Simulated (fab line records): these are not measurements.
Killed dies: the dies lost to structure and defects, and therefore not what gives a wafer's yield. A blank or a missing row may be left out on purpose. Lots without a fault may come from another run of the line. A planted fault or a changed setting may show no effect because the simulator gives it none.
Comparing a struck lot with a sound one | flow ritCmos | 15 steps out of a route of 202
Sound: wafers L359.1, L359.3, L359.6. Wafers L361.2, L361.4, L361.6 were the ones struck. The cause is named last.
Order at every step that has rows: each side's tool, ch and its chambers, its first start. Under that, the readings that differ: sound wafers | struck wafers | difference of the means | sigmas: that difference in standard deviations of wafers without a fault.
alike: words and numbers the same on both sides, and readings whose means are apart by under 2 such deviations; not compared: readings that were withheld, readings missing a value for some wafer, numbers with overlapping values and no deviation given by the record, and bounds like >300 which may hide the same value.
Wherever a step has rows on one side only, a row that says differs or no value, or a row with sigmas, the two part there. Numbers that have no deviation but don't overlap get no sigmas and don't part them. A reading missing from all wafers of one side parts the sides only when that side holds two or more wafers.

first, 4 steps without rows for these wafers: RIT_PLDD_SOFTBAKE_02 (time 60 s); RIT_PLDD_EXPOSE_03 (exposes mask M8, target cd 40900 nm); RIT_PLDD_PEB_04; RIT_PLDD_DEVELOP_05 (develop time 50 s).
RIT_PLDD_OVL_MEAS_06:
  sound: overlay-02 at day 5 01:59; struck: overlay-02 at day 5 07:32
  alike: PLDD_OVL
then, 2 steps without rows for these wafers: RIT_PLDD_HARDBAKE_07 (time 60 s); RIT_PLDD_IMPLANT_08.
RIT_PLDD_STRIP_09: strips in O2, time 180 s.
  sound on plasmaAsher-01 ch 0,1, day 5 02:19; struck on plasmaAsher-01 ch 0,1, day 5 07:52
  alike: drypumpMotorCurrentA
  not compared: rfHoursCounterH
RIT_PLDD_TW_MEAS_10:
  sound: filmMetro-02 at day 5 02:29; struck: filmMetro-03 at day 5 08:03
  alike: PLDD_TW
then, 3 steps without rows for these wafers: RIT_SPACER_CLEAN_00 (cleans in SC1, time 600 s); RIT_SPACER_CLEAN_01 (cleans in dHF, time 30 s); RIT_SPACER_CLEAN_02 (cleans in SC2, time 600 s).
RIT_SPACER_CVD_03: deposits Si3N4 from SiH2Cl2/NH3, target thk 250 nm, time 3300 s.
  sound on lpcvd-02 ch 0, day 5 02:55; struck on lpcvd-01 ch 0, day 5 08:28
reading                                 | sound             | struck            | difference | sigmas
spikeTcCentreC (C)                      | 813.3 810.5 811.1 | 855.2 855.7 854.7 | +43.6      | +34
spikeTcLoadC (C)                        | 834.5 837.8 834.7 | 879.4 878.9 878.5 | +43.3      | +31
spikeTcSourceC (C)                      | 832.1 832.0 830.4 | 876.1 876.7 877.4 | +45.2      | +38
susceptorTempC (C)                      | 810.2 809.9 809.9 | 854.7 854.9 854.9 | +44.8      | +99 or more
model.Si3N4_of_SPACER_CVD_03.thkNm (nm) | 247.2 249.5 247.9 | 421.6 423.4 422.1 | +174.2     | 
RIT_SPACER_THK_MEAS_04:
  sound: filmMetro-02 at day 5 04:50; struck: filmMetro-02 at day 5 10:23
reading                 | sound             | struck            | difference | sigmas
SPACER_NITRIDE_THK (nm) | 247.2 249.5 247.8 | 421.7 423.4 422.1 | +174.2     | +83
RIT_SPACER_ETCHBACK_05: etches Si3N4 in SF6/CHF3, stops on SiO2, target depth 250 nm, time 240 s.
  sound on rieDiel-04 ch 0,3, day 5 04:53; struck on rieDiel-03 ch 1,3, day 5 10:26
reading                                 | sound             | struck            | difference | sigmas
oesProductAu (a.u.)                     | 0.857 0.844 0.848 | 0.980 0.980 0.991 | +0.134     | +9
model.Si3N4_of_SPACER_CVD_03.thkNm (nm) | 193.4 195.8 194.1 | 331.5 332.6 331.8 | +137.5     | 
model.etch.depthNm (nm)                 | 247.2 249.5 247.9 | 308.8 310 309.2   | +61.1      | 
  alike: drypumpMotorCurrentA, throttleValvePct
  not compared: rfHoursCounterH

== WHERE THEY PART ==
At RIT_SPACER_CVD_03 first; at RIT_SPACER_ETCHBACK_05 last (within this record only).

WHY: what the simulator had put in
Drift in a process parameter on lpcvd-01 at RIT_SPACER_CVD_03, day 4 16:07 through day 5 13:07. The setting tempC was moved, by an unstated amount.
